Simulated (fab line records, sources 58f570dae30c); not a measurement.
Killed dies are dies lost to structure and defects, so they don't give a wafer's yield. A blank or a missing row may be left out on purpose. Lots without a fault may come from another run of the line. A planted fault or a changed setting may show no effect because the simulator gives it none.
One fault seen from 2 desks | flow berkeley_cmos170 | each desk has only its own numbers; what lay behind them comes last

THE METROLOGY DESK
What the gauges read, lot by lot, whatever tool the lot ran on: means of the sampled wafers that have a number. A lot is out of limits, marked OUT, if its mean lies more than 4 standard deviations from the usual mean; the brackets give that distance.
Columns: A = SPACER_TEOS_THK at UCB170_SPACER_THK_MEAS_01, usual 376 nm; B = cd_nm at UCB170_M1_CD_MEAS_90, usual 698.7 nm; C = cd_nm at UCB170_V1_CD_MEAS_12, usual 699.8 nm
lot  | first seen here | A   | B                | C
L440 | day 8 08:51     | 381 | 698.0            | 700.1
L441 | day 8 14:47     | 374 | 698.2            | 699.1
L442 | day 8 16:01     | 374 | 698.7            | 701.4
L443 | day 9 05:15     | 378 | 696.6            | 699.5
L445 | day 10 03:07    | 382 | 698.8            | 699.8
L447 | day 10 03:20    | 372 | 699.1            | 700.7
L444 | day 10 03:23    | 377 | 696.4            | 699.4
L451 | day 10 16:12    | 371 | 698.5            | 699.8
L448 | day 10 16:32    | 379 | 694.9            | 697.0
L455 | day 11 03:22    | 376 | 708.9            | 699.1
L453 | day 11 04:04    | 373 | 713.2 (+5.0) OUT | -
L460 | day 11 21:52    | 375 | 698.6            | 700.2
L461 | day 12 08:26    | 375 | 700.2            | 699.2
This desk's finding: out of limits on L453; first on L453, day 12 06:02 (cd_nm at UCB170_M1_CD_MEAS_90). In limits: L440, L441, L442, L443, L445, L447, L444, L451, L448, L455, L460, L461.

THE TOOL OWNER'S DESK: rie_metal-01
The tool's own readings at UCB170_M1_METAL_ETCH_12 (etches Al in Cl2/BCl3, stops on PSG, target depth 780 nm, time 130 s): means of the sampled wafers that have a number, for each lot that ran on this tool. A lot is out of limits, marked OUT, if its mean lies more than 4 standard deviations from the usual mean; the brackets give that distance.
Columns: A = drypump_motor_current_A at UCB170_M1_METAL_ETCH_12, usual 5.2 A; B = oes_product_au at UCB170_M1_METAL_ETCH_12, usual 0.852 a.u.; C = throttle_valve_pct at UCB170_M1_METAL_ETCH_12, usual 24.4 %
lot  | first seen here | A   | B                | C
L442 | day 9 11:58     | 5.0 | 0.839            | 24.4
L447 | day 11 01:35    | 4.9 | 0.849            | 24.4
L455 | day 12 02:49    | 5.0 | 0.942 (+7.5) OUT | 24.4
L453 | day 12 05:47    | 5.0 | 0.986 (+11) OUT  | 24.3
This desk's finding: out of limits on L453, L455; first on L455, day 12 02:49 (oes_product_au at UCB170_M1_METAL_ETCH_12). In limits: L442, L447.

PUT TOGETHER
The tool owner's desk could have raised an alarm at day 12 02:49, on L453, L455.
The metrology desk could have raised an alarm at day 12 06:02, on L453.
The metrology desk has L455 on record, within its limits.
Of the lots named, all ran UCB170_M1_METAL_ETCH_12 on rie_metal-01.

WHAT THE SIMULATOR HAD PUT IN
Process parameter drift: rie_metal-01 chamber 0, from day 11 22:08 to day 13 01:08, at UCB170_M1_METAL_ETCH_12. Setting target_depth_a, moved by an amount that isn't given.
Lots struck among those shown: L453, L455.
Hours from the fault's start to each desk's first reading out of limits: the tool owner's desk, 5; the metrology desk, 8.
